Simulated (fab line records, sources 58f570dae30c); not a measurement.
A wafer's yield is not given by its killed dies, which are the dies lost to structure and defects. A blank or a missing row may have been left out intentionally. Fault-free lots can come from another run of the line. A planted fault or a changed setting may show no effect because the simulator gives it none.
fab line records / flow berkeley-cmos170 / part 2 of 2: steps 25 to 35 of 35
record: lots: 5 wafers: 15 last-day: 13
route steps=331 shown CONTACT@230 M1@238 V1@254
lots that met no fault: from a run of the same line without faults
start-h: hours from the record's first day to the start of the lot's first wafer shown / wait-h: hours since the lot's step before / " the same as in the row above / L1.1+2: a row that stands for several wafers / - either no value or no given start / * or withheld: withheld / < > ~ a bound
route shown NAME@n: names a module that has steps shown in the file, with the first one's number in the route / usual: the fault-free wafers' mean and standard deviation / same: alike in all rows / chamber/n: place in a boat / sites: each site's reading / _std_site: standard deviation across them / _edge_site: outer sites' mean less inner sites' / radius-mm: for every site, how far away it sits from the centre of the wafer / mask NAME#n: copy n / behind: the most recent tool/chamber to have shaped the wafer / hold: reason for holding the lot/hours on hold/outcome of the hold / device: whichever transistor did not switch (one of n, p or np) / end of line: the same wafers' tests at the end of the route / a step with no rows: only its recipe / killed: at the first sort, the dies lost to defects and structure; wafer yield is something else / map: shows each die of a wafer: x if killed, . if not, _ if none is there
set.NAME: the setting the step ran with; set.NAME@STEP: the setting that earlier step ran with / model.NAME: the simulator's own value behind a step, which no gauge read
a table for each step, a row for each wafer; lots at some steps of the route
services: the hour from which a tool's chamber was out of use, counted from the record's first day as start-h (under 0 if before that day), plus the number of hours and why
== steps ==
step: UCB170_V1_CVD_00
recipe: material: SiO2 target-thk-nm: 2000 temp-c: 390 precursor: TEOS/O2 time-s: 250 rf-w: 550 pressure-mtorr: 9000
usual: heater-power-w: 230/40
same: time-s: 250
lot.wafer=L075.4 tool=pecvd-01 chamber=0 start-h=190.25 wait-h=0.1 heater-power-w=191
lot.wafer=L075.5 tool=pecvd-01 chamber=1 start-h=190.25 wait-h=0.1 heater-power-w=170
lot.wafer=L075.6 tool=pecvd-01 chamber=2 start-h=190.25 wait-h=0.1 heater-power-w=178
lot.wafer=L085.3 tool=pecvd-02 chamber=2 start-h=234.29 wait-h=0.0 heater-power-w=233
lot.wafer=L085.4 tool=pecvd-02 chamber=2 start-h=234.29 wait-h=0.0 heater-power-w=296
lot.wafer=L085.5 tool=pecvd-02 chamber=0 start-h=234.29 wait-h=0.0 heater-power-w=193
lot.wafer=L087.3 tool=pecvd-02 chamber=2 start-h=250.06 wait-h=0.0 heater-power-w=212
lot.wafer=L087.4 tool=pecvd-02 chamber=1 start-h=250.06 wait-h=0.0 heater-power-w=226
lot.wafer=L087.5 tool=pecvd-02 chamber=2 start-h=250.06 wait-h=0.0 heater-power-w=274
lot.wafer=L094.2 tool=pecvd-04 chamber=2 start-h=288.36 wait-h=0.0 heater-power-w=235
lot.wafer=L094.3 tool=pecvd-04 chamber=1 start-h=288.36 wait-h=0.0 heater-power-w=220
lot.wafer=L094.5 tool=pecvd-04 chamber=2 start-h=288.36 wait-h=0.0 heater-power-w=298
lot.wafer=L096.1 tool=pecvd-02 chamber=2 start-h=289.69 wait-h=0.0 heater-power-w=283
lot.wafer=L096.5 tool=pecvd-02 chamber=2 start-h=289.69 wait-h=0.0 heater-power-w=196
lot.wafer=L096.6 tool=pecvd-02 chamber=0 start-h=289.69 wait-h=0.0 heater-power-w=197
step: UCB170_V1_THK_MEAS_01
recipe: reads: SiO2_of_V1_CVD_00
usual: V1_TEOS_THK: 2010/28
lot.wafer=L075.4 tool=film-metro-04 chamber=- start-h=190.36 wait-h=0.0 V1_TEOS_THK[nm]=1998
lot.wafer=L075.5 tool=film-metro-04 chamber=- start-h=190.36 wait-h=0.0 V1_TEOS_THK[nm]=1998
lot.wafer=L075.6 tool=film-metro-04 chamber=- start-h=190.36 wait-h=0.0 V1_TEOS_THK[nm]=2000
lot.wafer=L085.3 tool=film-metro-04 chamber=- start-h=234.47 wait-h=0.1 V1_TEOS_THK[nm]=2026
lot.wafer=L085.4 tool=film-metro-04 chamber=- start-h=234.47 wait-h=0.1 V1_TEOS_THK[nm]=2074
lot.wafer=L085.5 tool=film-metro-04 chamber=- start-h=234.47 wait-h=0.1 V1_TEOS_THK[nm]=2050
lot.wafer=L087.3 tool=film-metro-02 chamber=- start-h=250.24 wait-h=0.1 V1_TEOS_THK[nm]=2006
lot.wafer=L087.4 tool=film-metro-02 chamber=- start-h=250.24 wait-h=0.1 V1_TEOS_THK[nm]=2050
lot.wafer=L087.5 tool=film-metro-02 chamber=- start-h=250.24 wait-h=0.1 V1_TEOS_THK[nm]=2056
lot.wafer=L094.2 tool=film-metro-02 chamber=- start-h=288.53 wait-h=0.1 V1_TEOS_THK[nm]=1973
lot.wafer=L094.3 tool=film-metro-02 chamber=- start-h=288.53 wait-h=0.1 V1_TEOS_THK[nm]=2049
lot.wafer=L094.5 tool=film-metro-02 chamber=- start-h=288.53 wait-h=0.1 V1_TEOS_THK[nm]=2025
lot.wafer=L096.1 tool=film-metro-04 chamber=- start-h=289.85 wait-h=0.1 V1_TEOS_THK[nm]=2019
lot.wafer=L096.5 tool=film-metro-04 chamber=- start-h=289.85 wait-h=0.1 V1_TEOS_THK[nm]=2061
lot.wafer=L096.6 tool=film-metro-04 chamber=- start-h=289.85 wait-h=0.1 V1_TEOS_THK[nm]=2079
step: UCB170_V1_CMP_02
recipe: material: SiO2 down-force-psi: 6 platen-rpm: 60 pad-velocity-m-s: 0.75398
usual: motor-current-A: 17.0/1.6
lot.wafer=L075.4 tool=cmp-01 chamber=3 start-h=190.44 wait-h=0.1 motor-current-A=13.7
lot.wafer=L075.6 tool=cmp-01 chamber=2 start-h=190.44 wait-h=0.1 motor-current-A=19.5
lot.wafer=L075.5 tool=cmp-01 chamber=3 start-h=190.44 wait-h=0.1 motor-current-A=14.4
lot.wafer=L085.3 tool=cmp-02 chamber=2 start-h=234.51 wait-h=0.0 motor-current-A=17.8
lot.wafer=L085.4 tool=cmp-02 chamber=3 start-h=234.51 wait-h=0.0 motor-current-A=17.0
lot.wafer=L085.5 tool=cmp-02 chamber=2 start-h=234.51 wait-h=0.0 motor-current-A=18.8
lot.wafer=L087.4 tool=cmp-01 chamber=3 start-h=250.33 wait-h=0.1 motor-current-A=14.5
lot.wafer=L087.3 tool=cmp-01 chamber=1 start-h=250.33 wait-h=0.1 motor-current-A=18.1
lot.wafer=L087.5 tool=cmp-01 chamber=2 start-h=250.33 wait-h=0.1 motor-current-A=19.5
lot.wafer=L094.3 tool=cmp-02 chamber=2 start-h=288.68 wait-h=0.1 motor-current-A=17.2
lot.wafer=L094.2 tool=cmp-02 chamber=3 start-h=288.68 wait-h=0.1 motor-current-A=15.6
lot.wafer=L094.5 tool=cmp-02 chamber=1 start-h=288.68 wait-h=0.1 motor-current-A=14.9
lot.wafer=L096.1 tool=cmp-01 chamber=0 start-h=290.06 wait-h=0.2 motor-current-A=16.9
lot.wafer=L096.6 tool=cmp-01 chamber=1 start-h=290.06 wait-h=0.2 motor-current-A=18.1
lot.wafer=L096.5 tool=cmp-01 chamber=2 start-h=290.06 wait-h=0.2 motor-current-A=19.5
step: UCB170_V1_BOW_MEAS_03
recipe: mode: bow
usual: V1_BOW: 18/7.1
lot.wafer=L075.4 tool=film-metro-02 chamber=- start-h=190.75 wait-h=0.3 V1_BOW[um]=14
lot.wafer=L075.5 tool=film-metro-02 chamber=- start-h=190.75 wait-h=0.3 V1_BOW[um]=25
lot.wafer=L075.6 tool=film-metro-02 chamber=- start-h=190.75 wait-h=0.3 V1_BOW[um]=19
lot.wafer=L085.3 tool=film-metro-03 chamber=- start-h=234.85 wait-h=0.3 V1_BOW[um]=23
lot.wafer=L085.4 tool=film-metro-03 chamber=- start-h=234.85 wait-h=0.3 V1_BOW[um]=24
lot.wafer=L085.5 tool=film-metro-03 chamber=- start-h=234.85 wait-h=0.3 V1_BOW[um]=29
lot.wafer=L087.3 tool=film-metro-04 chamber=- start-h=250.62 wait-h=0.1 V1_BOW[um]=22
lot.wafer=L087.4 tool=film-metro-04 chamber=- start-h=250.62 wait-h=0.1 V1_BOW[um]=8
lot.wafer=L087.5 tool=film-metro-04 chamber=- start-h=250.62 wait-h=0.1 V1_BOW[um]=9
lot.wafer=L094.2 tool=film-metro-04 chamber=- start-h=288.90 wait-h=0.1 V1_BOW[um]=10
lot.wafer=L094.3 tool=film-metro-04 chamber=- start-h=288.90 wait-h=0.1 V1_BOW[um]=20
lot.wafer=L094.5 tool=film-metro-04 chamber=- start-h=288.90 wait-h=0.1 V1_BOW[um]=11
lot.wafer=L096.1 tool=film-metro-04 chamber=- start-h=290.21 wait-h=0.1 V1_BOW[um]=14
lot.wafer=L096.5 tool=film-metro-04 chamber=- start-h=290.21 wait-h=0.1 V1_BOW[um]=14
lot.wafer=L096.6 tool=film-metro-04 chamber=- start-h=290.21 wait-h=0.1 V1_BOW[um]=19
step: UCB170_V1_THK_MEAS_04
recipe: reads: SiO2_of_V1_CVD_00
usual: V1_POLISHED_THK: 1000.1/1.2
lot.wafer=L075.4 tool=film-metro-02 chamber=- start-h=190.84 wait-h=0.1 V1_POLISHED_THK[nm]=998.9
lot.wafer=L075.5 tool=film-metro-02 chamber=- start-h=190.84 wait-h=0.1 V1_POLISHED_THK[nm]=998.7
lot.wafer=L075.6 tool=film-metro-02 chamber=- start-h=190.84 wait-h=0.1 V1_POLISHED_THK[nm]=998.8
lot.wafer=L085.3 tool=film-metro-03 chamber=- start-h=234.95 wait-h=0.1 V1_POLISHED_THK[nm]=1001.3
lot.wafer=L085.4 tool=film-metro-03 chamber=- start-h=234.95 wait-h=0.1 V1_POLISHED_THK[nm]=1001.8
lot.wafer=L085.5 tool=film-metro-03 chamber=- start-h=234.95 wait-h=0.1 V1_POLISHED_THK[nm]=1002.0
lot.wafer=L087.3 tool=film-metro-04 chamber=- start-h=250.72 wait-h=0.1 V1_POLISHED_THK[nm]=1001.0
lot.wafer=L087.4 tool=film-metro-04 chamber=- start-h=250.72 wait-h=0.1 V1_POLISHED_THK[nm]=998.7
lot.wafer=L087.5 tool=film-metro-04 chamber=- start-h=250.72 wait-h=0.1 V1_POLISHED_THK[nm]=998.1
lot.wafer=L094.2 tool=film-metro-04 chamber=- start-h=289.01 wait-h=0.1 V1_POLISHED_THK[nm]=1001.5
lot.wafer=L094.3 tool=film-metro-04 chamber=- start-h=289.01 wait-h=0.1 V1_POLISHED_THK[nm]=1000.1
lot.wafer=L094.5 tool=film-metro-04 chamber=- start-h=289.01 wait-h=0.1 V1_POLISHED_THK[nm]=998.4
lot.wafer=L096.1 tool=film-metro-04 chamber=- start-h=290.33 wait-h=0.1 V1_POLISHED_THK[nm]=999.0
lot.wafer=L096.5 tool=film-metro-04 chamber=- start-h=290.33 wait-h=0.1 V1_POLISHED_THK[nm]=999.4
lot.wafer=L096.6 tool=film-metro-04 chamber=- start-h=290.33 wait-h=0.1 V1_POLISHED_THK[nm]=1000.1
step: UCB170_V1_CLEAN_05
recipe: chemistry: DIW
lot.wafer=L075.4+5+6 tool=wet-bench-01 chamber=1 start-h=190.87 wait-h=0.0
lot.wafer=L085.3+4+5 tool=wet-bench-02 chamber=2 start-h=234.99 wait-h=0.0
lot.wafer=L087.3+4+5 tool=wet-bench-01 chamber=3 start-h=250.92 wait-h=0.2
lot.wafer=L094.2+3+5 tool=wet-bench-02 chamber=1 start-h=289.88 wait-h=0.9
lot.wafer=L096.1+5+6 tool=wet-bench-04 chamber=2 start-h=294.76 wait-h=4.4
step: UCB170_V1_HMDS_06
recipe: prime-time-s: 60 prime-temp-c: 100
usual: resist-line-temp-C: 23.00/0.12
lot.wafer=L075.4 tool=litho-track-04 chamber=0 start-h=191.67 wait-h=0.6 resist-line-temp-C=22.76
lot.wafer=L075.5 tool=litho-track-04 chamber=0 start-h=191.67 wait-h=0.6 resist-line-temp-C=22.96
lot.wafer=L075.6 tool=litho-track-04 chamber=0 start-h=191.67 wait-h=0.6 resist-line-temp-C=22.97
lot.wafer=L085.3 tool=litho-track-04 chamber=0 start-h=235.65 wait-h=0.5 resist-line-temp-C=23.17
lot.wafer=L085.4 tool=litho-track-04 chamber=0 start-h=235.65 wait-h=0.5 resist-line-temp-C=23.17
lot.wafer=L085.5 tool=litho-track-04 chamber=0 start-h=235.65 wait-h=0.5 resist-line-temp-C=22.97
lot.wafer=L087.3 tool=litho-track-03 chamber=0 start-h=251.16 wait-h=0.1 resist-line-temp-C=22.88
lot.wafer=L087.4 tool=litho-track-03 chamber=0 start-h=251.16 wait-h=0.1 resist-line-temp-C=22.89
lot.wafer=L087.5 tool=litho-track-03 chamber=0 start-h=251.16 wait-h=0.1 resist-line-temp-C=23.07
lot.wafer=L094.2 tool=litho-track-03 chamber=0 start-h=290.55 wait-h=0.5 resist-line-temp-C=23.05
lot.wafer=L094.3 tool=litho-track-03 chamber=0 start-h=290.55 wait-h=0.5 resist-line-temp-C=23.05
lot.wafer=L094.5 tool=litho-track-03 chamber=0 start-h=290.55 wait-h=0.5 resist-line-temp-C=23.15
lot.wafer=L096.1 tool=litho-track-03 chamber=0 start-h=294.95 wait-h=0.0 resist-line-temp-C=23.05
lot.wafer=L096.5 tool=litho-track-03 chamber=0 start-h=294.95 wait-h=0.0 resist-line-temp-C=22.93
lot.wafer=L096.6 tool=litho-track-03 chamber=0 start-h=294.95 wait-h=0.0 resist-line-temp-C=22.96
step: UCB170_V1_COAT_07
recipe: resist: KrF spin-rpm: 1500 resist-thk-nm: 900
usual: resist-line-temp-C: 22.97/0.11
lot.wafer=L075.4 tool=litho-track-04 chamber=0 start-h=191.82 wait-h=0.1 resist-line-temp-C=22.76
lot.wafer=L075.5 tool=litho-track-04 chamber=0 start-h=191.82 wait-h=0.1 resist-line-temp-C=22.86
lot.wafer=L075.6 tool=litho-track-04 chamber=0 start-h=191.82 wait-h=0.1 resist-line-temp-C=22.93
lot.wafer=L085.3 tool=litho-track-04 chamber=0 start-h=235.80 wait-h=0.1 resist-line-temp-C=23.03
lot.wafer=L085.4 tool=litho-track-04 chamber=0 start-h=235.80 wait-h=0.1 resist-line-temp-C=22.92
lot.wafer=L085.5 tool=litho-track-04 chamber=0 start-h=235.80 wait-h=0.1 resist-line-temp-C=23.02
lot.wafer=L087.3 tool=litho-track-03 chamber=0 start-h=251.31 wait-h=0.1 resist-line-temp-C=23.25
lot.wafer=L087.4 tool=litho-track-03 chamber=0 start-h=251.31 wait-h=0.1 resist-line-temp-C=23.06
lot.wafer=L087.5 tool=litho-track-03 chamber=0 start-h=251.31 wait-h=0.1 resist-line-temp-C=23.18
lot.wafer=L094.2 tool=litho-track-03 chamber=0 start-h=290.70 wait-h=0.1 resist-line-temp-C=22.91
lot.wafer=L094.3 tool=litho-track-03 chamber=0 start-h=290.70 wait-h=0.1 resist-line-temp-C=22.93
lot.wafer=L094.5 tool=litho-track-03 chamber=0 start-h=290.70 wait-h=0.1 resist-line-temp-C=22.95
lot.wafer=L096.1 tool=litho-track-03 chamber=0 start-h=295.10 wait-h=0.1 resist-line-temp-C=22.93
lot.wafer=L096.5 tool=litho-track-03 chamber=0 start-h=295.10 wait-h=0.1 resist-line-temp-C=22.87
lot.wafer=L096.6 tool=litho-track-03 chamber=0 start-h=295.10 wait-h=0.1 resist-line-temp-C=22.77
step: UCB170_V1_SOFTBAKE_08
recipe: resist: KrF temp-c: 130 time-s: 60
usual: resist-line-temp-C: 23.01/0.11
same: time-s: 60
lot.wafer=L075.4 tool=litho-track-04 chamber=0 start-h=191.97 wait-h=0.1 resist-line-temp-C=22.99
lot.wafer=L075.5 tool=litho-track-04 chamber=0 start-h=191.97 wait-h=0.1 resist-line-temp-C=23.02
lot.wafer=L075.6 tool=litho-track-04 chamber=0 start-h=191.97 wait-h=0.1 resist-line-temp-C=23.08
lot.wafer=L085.3 tool=litho-track-04 chamber=0 start-h=235.95 wait-h=0.1 resist-line-temp-C=23.14
lot.wafer=L085.4 tool=litho-track-04 chamber=0 start-h=235.95 wait-h=0.1 resist-line-temp-C=23.08
lot.wafer=L085.5 tool=litho-track-04 chamber=0 start-h=235.95 wait-h=0.1 resist-line-temp-C=23.02
lot.wafer=L087.3 tool=litho-track-03 chamber=0 start-h=251.46 wait-h=0.1 resist-line-temp-C=23.15
lot.wafer=L087.4 tool=litho-track-03 chamber=0 start-h=251.46 wait-h=0.1 resist-line-temp-C=22.81
lot.wafer=L087.5 tool=litho-track-03 chamber=0 start-h=251.46 wait-h=0.1 resist-line-temp-C=23.01
lot.wafer=L094.2 tool=litho-track-03 chamber=0 start-h=290.85 wait-h=0.1 resist-line-temp-C=23.18
lot.wafer=L094.3 tool=litho-track-03 chamber=0 start-h=290.85 wait-h=0.1 resist-line-temp-C=23.21
lot.wafer=L094.5 tool=litho-track-03 chamber=0 start-h=290.85 wait-h=0.1 resist-line-temp-C=23.12
lot.wafer=L096.1 tool=litho-track-03 chamber=0 start-h=295.25 wait-h=0.1 resist-line-temp-C=22.95
lot.wafer=L096.5 tool=litho-track-03 chamber=0 start-h=295.25 wait-h=0.1 resist-line-temp-C=22.91
lot.wafer=L096.6 tool=litho-track-03 chamber=0 start-h=295.25 wait-h=0.1 resist-line-temp-C=22.93
step: UCB170_V1_EXPOSE_09
recipe: mask-id: VIA1 target-cd-nm: 700 na: 0.5 sigma-outer: 0.6 source-shape: conventional dose-mj: 37
lot.wafer=L075.4+5+6 tool=krf-scanner-01 chamber=0 start-h=192.23 wait-h=0.2 mask=VIA1#0
lot.wafer=L085.3+4+5 tool=krf-scanner-01 chamber=0 start-h=236.09 wait-h=0.1 mask=VIA1#0
lot.wafer=L087.3+4+5 tool=krf-scanner-02 chamber=0 start-h=251.60 wait-h=0.1 mask=VIA1#0
lot.wafer=L094.2+3+5 tool=krf-scanner-02 chamber=0 start-h=291.12 wait-h=0.2 mask=VIA1#0
lot.wafer=L096.1+5+6 tool=krf-scanner-01 chamber=0 start-h=295.53 wait-h=0.2 mask=VIA1#0
step: UCB170_V1_PEB_10
recipe: peb-temp-c: 130 peb-time-s: withheld resist: KrF
usual: resist-line-temp-C: 22.99/0.11
lot.wafer=L075.4 tool=litho-track-04 chamber=0 start-h=193.02 wait-h=0.8 resist-line-temp-C=23.21
lot.wafer=L075.5 tool=litho-track-04 chamber=0 start-h=193.02 wait-h=0.8 resist-line-temp-C=23.16
lot.wafer=L075.6 tool=litho-track-04 chamber=0 start-h=193.02 wait-h=0.8 resist-line-temp-C=23.19
lot.wafer=L085.3 tool=litho-track-04 chamber=0 start-h=237.00 wait-h=0.9 resist-line-temp-C=23.03
lot.wafer=L085.4 tool=litho-track-04 chamber=0 start-h=237.00 wait-h=0.9 resist-line-temp-C=22.94
lot.wafer=L085.5 tool=litho-track-04 chamber=0 start-h=237.00 wait-h=0.9 resist-line-temp-C=22.96
lot.wafer=L087.3 tool=litho-track-04 chamber=0 start-h=251.73 wait-h=0.1 resist-line-temp-C=22.93
lot.wafer=L087.4 tool=litho-track-04 chamber=0 start-h=251.73 wait-h=0.1 resist-line-temp-C=22.91
lot.wafer=L087.5 tool=litho-track-04 chamber=0 start-h=251.73 wait-h=0.1 resist-line-temp-C=22.87
lot.wafer=L094.2 tool=litho-track-03 chamber=0 start-h=292.00 wait-h=0.9 resist-line-temp-C=22.91
lot.wafer=L094.3 tool=litho-track-03 chamber=0 start-h=292.00 wait-h=0.9 resist-line-temp-C=23.03
lot.wafer=L094.5 tool=litho-track-03 chamber=0 start-h=292.00 wait-h=0.9 resist-line-temp-C=22.95
lot.wafer=L096.1 tool=litho-track-03 chamber=0 start-h=296.30 wait-h=0.8 resist-line-temp-C=23.07
lot.wafer=L096.5 tool=litho-track-03 chamber=0 start-h=296.30 wait-h=0.8 resist-line-temp-C=22.99
lot.wafer=L096.6 tool=litho-track-03 chamber=0 start-h=296.30 wait-h=0.8 resist-line-temp-C=23.00
== services ==
tool=cmp-02 chamber=- start-h=164.95 hours=1.2 kind=repair
tool=krf-scanner-02 chamber=- start-h=168.76 hours=0.8 kind=pm
tool=pecvd-02 chamber=1 start-h=180.86 hours=31.9 kind=repair
tool=cmp-01 chamber=- start-h=181.35 hours=3.0 kind=repair
tool=krf-scanner-01 chamber=- start-h=186.31 hours=1.0 kind=pm
tool=krf-scanner-01 chamber=- start-h=187.34 hours=0.3 kind=repair
tool=krf-scanner-02 chamber=- start-h=188.67 hours=1.0 kind=pm
tool=plasma-asher-04 chamber=- start-h=195.78 hours=6.0 kind=repair
tool=cmp-01 chamber=- start-h=201.31 hours=9.0 kind=pm
tool=cmp-02 chamber=- start-h=208.63 hours=2.0 kind=repair
tool=krf-scanner-01 chamber=- start-h=209.67 hours=0.8 kind=pm
tool=krf-scanner-01 chamber=- start-h=217.46 hours=0.4 kind=repair
tool=pecvd-02 chamber=- start-h=219.19 hours=14.6 kind=pm
tool=rie-diel-03 chamber=3 start-h=219.37 hours=5.3 kind=repair
tool=krf-scanner-02 chamber=- start-h=222.24 hours=1.3 kind=pm
tool=krf-scanner-02 chamber=- start-h=229.33 hours=1.0 kind=pm
tool=cmp-01 chamber=- start-h=232.21 hours=4.0 kind=pm
tool=krf-scanner-02 chamber=- start-h=251.77 hours=4.4 kind=pm
tool=krf-scanner-01 chamber=- start-h=256.15 hours=0.8 kind=pm
tool=krf-scanner-01 chamber=- start-h=256.90 hours=3.6 kind=pm
tool=rie-diel-03 chamber=2 start-h=258.21 hours=23.7 kind=repair
tool=krf-scanner-01 chamber=- start-h=260.45 hours=1.3 kind=pm
tool=rie-diel-01 chamber=0 start-h=278.19 hours=6.3 kind=repair
tool=rie-diel-01 chamber=1 start-h=285.34 hours=3.0 kind=repair
